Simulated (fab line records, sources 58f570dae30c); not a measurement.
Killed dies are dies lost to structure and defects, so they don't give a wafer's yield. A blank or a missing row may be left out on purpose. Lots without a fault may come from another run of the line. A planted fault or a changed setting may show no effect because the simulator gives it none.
Problem report in the 8D (eight disciplines) form, filled by code | flow berkeley_cmos170 | the parts of the form that need people (team, actions taken, sign-off) are left out

1. THE PROBLEM
PLDD_TW at UCB170_PLDD_TW_MEAS_11 reads a mean of 1060 on 6 wafers of 2 lots; wafers without a fault read 1007 with a standard deviation of 6.7. That is +8.0 standard deviations from the usual mean.
First seen on wafer L898.1, day 10 09:54, on film_metro-03. The record holds 42 wafers of 14 lots with a number at this step. Rule for "out", or "out of limits": more than 4 standard deviations from the usual mean. The other wafers with a number count as sound.

2. WHAT IT IS AND WHAT IT IS NOT
question                    | is                           | is not
which readings at this step | PLDD_TW                      | -
which lots                  | L898, L899                   | L882, L883, L885, L886, L887, L889, L890, L891, L894, L896, L902, L904
which wafers of those lots  | all that have a number       | -
read on which gauges        | film_metro-02, film_metro-03 | film_metro-01
when                        | from day 10 09:54            | up to then (30 sound wafers); but 6 sound wafers of L902, L904 came after

3. SUSPECTS, AND WHAT RULES EACH OUT
Counting: a tool at a process step up to the reading stays a suspect if it ran every lot that is out and no sound lot after the first of them.
- the gauge at UCB170_PLDD_TW_MEAS_11: ruled out. The wafers that are out were read on 2 gauges (film_metro-02, film_metro-03).
- implanter-02 at UCB170_PLDD_IMPLANT_09: kept. It ran every lot that is out, first L898 (day 10 09:39), and no sound lot after that; its last sound lot up to then is L896 (day 10 02:27). Its own readings are out on those wafers: beam_on_s, dose_ions_cm2, faraday_current_uA.
Left after counting: implanter-02 at UCB170_PLDD_IMPLANT_09.

4. THE CAUSE (what the simulator had put in)
Process parameter drift: implanter-02, from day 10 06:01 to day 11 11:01, at UCB170_PLDD_IMPLANT_09. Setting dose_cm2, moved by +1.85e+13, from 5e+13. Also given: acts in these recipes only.
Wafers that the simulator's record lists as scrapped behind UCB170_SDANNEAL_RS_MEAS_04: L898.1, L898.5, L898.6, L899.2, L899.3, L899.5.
Counting left only this tool.

5. THE CHAIN OF EFFECTS, in route order
Each row: a reading whose mean over the struck wafers that have a number lies more than 3 standard deviations from the usual. Only readings for which the record gives a usual standard deviation are gone through. hours: the time from each lot's start at the first step in this table that gives one to its start at this step, as a median over the lots. sigmas: the change in usual standard deviations.
hours | step                       | reading            | usual         | on struck wafers | change | sigmas
0     | UCB170_PLDD_IMPLANT_09     | beam_on_s          | 10.03 s       | 12.33            | +2.30  | +12
0     | UCB170_PLDD_IMPLANT_09     | dose_ions_cm2      | 5e+13         | 7e+13            | +2e+13 | +99 or more
0     | UCB170_PLDD_IMPLANT_09     | faraday_current_uA | 158.1         | 176.3            | +18.2  | +6.1
0     | UCB170_PLDD_TW_MEAS_11     | PLDD_TW            | 1007          | 1060             | +54    | +8.0
15    | UCB170_SDANNEAL_RS_MEAS_04 | PLDD_RS            | 1032.7 ohm/sq | 902.9            | -129.8 | -52
The process steps in it:
- UCB170_PLDD_IMPLANT_09

6. WHAT WOULD HAVE CAUGHT IT SOONER
In this record the first reading out of limits at a measuring or inspecting step was taken at day 10 09:54, 4 hours after the fault began at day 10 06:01.
The tool's own readings at UCB170_PLDD_IMPLANT_09 were out on every struck wafer that the step has a row for (beam_on_s, dose_ions_cm2, faraday_current_uA): an alarm limit on them would have fired on the first of those.
Of the lots that are out (2), L899 began UCB170_PLDD_IMPLANT_09 on implanter-02 after day 10 09:54. A hold on the tool at that time would have spared it.
